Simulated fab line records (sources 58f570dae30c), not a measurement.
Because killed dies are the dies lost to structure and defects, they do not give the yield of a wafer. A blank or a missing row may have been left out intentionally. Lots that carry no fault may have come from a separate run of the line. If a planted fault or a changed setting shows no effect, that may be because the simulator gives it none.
Matching of chambers :: flow berkeley_cmos170 :: rie_si-01 running UCB170_GATE_ETCH_15: 4 sister chambers
The step etches poly-Si in HBr/Cl2, stops on SiO2, time 56.3 s, target depth 278.2 nm. 4 wafers are shown with their chamber, then 7 later ones without.

EACH WAFER AND ITS CHAMBER
wafer: L753.1
chamber: 2
throttle_valve_pct (%): 26.57

wafer: L755.1
chamber: 0
throttle_valve_pct (%): 26.16

wafer: L761.1
chamber: 3
throttle_valve_pct (%): 26.38

wafer: L761.2
chamber: 1
throttle_valve_pct (%): 26.36

WAFERS MISSING THEIR CHAMBER
wafer: L761.4
throttle_valve_pct (%): 26.11

wafer: L765.3
throttle_valve_pct (%): 26.13

wafer: L765.4
throttle_valve_pct (%): 26.37

wafer: L765.5
throttle_valve_pct (%): 26.37

wafer: L767.1
throttle_valve_pct (%): 26.12

wafer: L767.3
throttle_valve_pct (%): 26.57

wafer: L767.4
throttle_valve_pct (%): 26.38

WHICH CHAMBER EACH ONE RAN IN
wafer: L761.4
from the rows above: 0
in truth: 0

wafer: L765.3
from the rows above: 0
in truth: 0

wafer: L765.4
from the rows above: can't be placed: 3 or 1
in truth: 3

wafer: L765.5
from the rows above: can't be placed: 3 or 1
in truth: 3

wafer: L767.1
from the rows above: 0
in truth: 0

wafer: L767.3
from the rows above: 2
in truth: 2

wafer: L767.4
from the rows above: can't be placed: 3 or 1
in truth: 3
Placed correctly: 4 of 7. Cannot be placed on the basis of these rows: 3; the candidates contain the true chamber in 3. Wrongly placed: 0.
How it was worked out, from the rows above alone: a wafer's distance from a chamber is the root of the sum, over the readings, of the square of ((its reading less the chamber's mean) divided by the reading's scatter). The wafer belongs to the nearest chamber; if the next one is less than 2 further off, it can't be placed. The mean given for a chamber averages the wafers shown for that chamber. The scatter: root of mean squared gap, hidden wafer to nearest shown wafer, with one shown wafer a chamber.
